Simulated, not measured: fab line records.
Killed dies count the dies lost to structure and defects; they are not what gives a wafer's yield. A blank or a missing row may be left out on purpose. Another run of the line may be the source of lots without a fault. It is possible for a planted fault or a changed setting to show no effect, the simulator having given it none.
Which tool did it? || flow berkeley_cmos170 || 8 lots, 24 wafers sampled, at 2 steps of a route of 331

## WHAT THE GAUGES READ, wafer by wafer
UCB170_CONTACT_OVL_MEAS_16.
{"lot": "L360", "measured": "day 8 15:49", "on": "overlay-01", "CONTACT_OVL (nm)": "0 -2 -5"}
{"lot": "L359", "measured": "day 9 04:42", "on": "overlay-02", "CONTACT_OVL (nm)": "4 -3 -13"}
{"lot": "L363", "measured": "day 9 06:41", "on": "overlay-02", "CONTACT_OVL (nm)": "5 1 -5"}
{"lot": "L365", "measured": "day 9 08:48", "on": "overlay-02", "CONTACT_OVL (nm)": "-4 -8 -7"}
{"lot": "L371", "measured": "day 10 15:17", "on": "overlay-01", "CONTACT_OVL (nm)": "2 -7 0"}
{"lot": "L370", "measured": "day 10 15:31", "on": "overlay-01", "CONTACT_OVL (nm)": "261 260 261"}
{"lot": "L372", "measured": "day 11 14:10", "on": "overlay-02", "CONTACT_OVL (nm)": "-12 -3 -7"}
{"lot": "L381", "measured": "day 14 09:24", "on": "overlay-01", "CONTACT_OVL (nm)": "3 2 2"}

## EACH LOT AND THE TOOL THAT RAN IT (in order: tool; ch and the chambers of the sampled wafers; start)
{"lot": "L360", "UCB170_CONTACT_EXPOSE_12": "krf_scanner-01 ch 0, day 8 15:20"}
{"lot": "L359", "UCB170_CONTACT_EXPOSE_12": "krf_scanner-02 ch 0, day 9 04:13"}
{"lot": "L363", "UCB170_CONTACT_EXPOSE_12": "krf_scanner-02 ch 0, day 9 06:11"}
{"lot": "L365", "UCB170_CONTACT_EXPOSE_12": "krf_scanner-02 ch 0, day 9 08:18"}
{"lot": "L371", "UCB170_CONTACT_EXPOSE_12": "krf_scanner-02 ch 0, day 10 14:46"}
{"lot": "L370", "UCB170_CONTACT_EXPOSE_12": "krf_scanner-02 ch 0, day 10 15:01"}
{"lot": "L372", "UCB170_CONTACT_EXPOSE_12": "krf_scanner-01 ch 0, day 11 13:37"}
{"lot": "L381", "UCB170_CONTACT_EXPOSE_12": "krf_scanner-01 ch 0, day 14 08:41"}
- UCB170_CONTACT_EXPOSE_12: exposes mask CONT, target cd 700 nm.

## THE ANSWER, worked out from the rows above alone
Rule: usual is defined by the lots themselves. Put in order of their means at a reading, lots are off if they are a third of the lots or fewer, leave a main group of 4 or more, and stand apart from it by a gap of 3 or more times the standard deviation of the main group's means; of several such gaps the widest counts. Not used: any main group whose means are identical at the precision the tables above print for the reading. Also off: a lot with no number at a reading for which 4 or more lots have one. All remaining lots with rows at the step are treated as sound.
Off: at UCB170_CONTACT_OVL_MEAS_16 (CONTACT_OVL), L370. The main group has a mean of -3 nm with a standard deviation of 3.2.
A tool fits if, at a process step before that reading, it ran every lot that is off, and no sound lot after the first of them. Those tools and the gauges at UCB170_CONTACT_OVL_MEAS_16 are tried in the same way. One fits: krf_scanner-02 at UCB170_CONTACT_EXPOSE_12. A fault onset in the window from L371 (day 10 14:46, its last sound lot) to L370 (day 10 15:01, its first lot off) fits.

## WHAT THE SIMULATOR PUT IN
Scanner matching overlay: krf_scanner-02, from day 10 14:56 on, at UCB170_CONTACT_EXPOSE_12. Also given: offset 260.
Shown lots that were struck: L370. The same result came from the rule above.
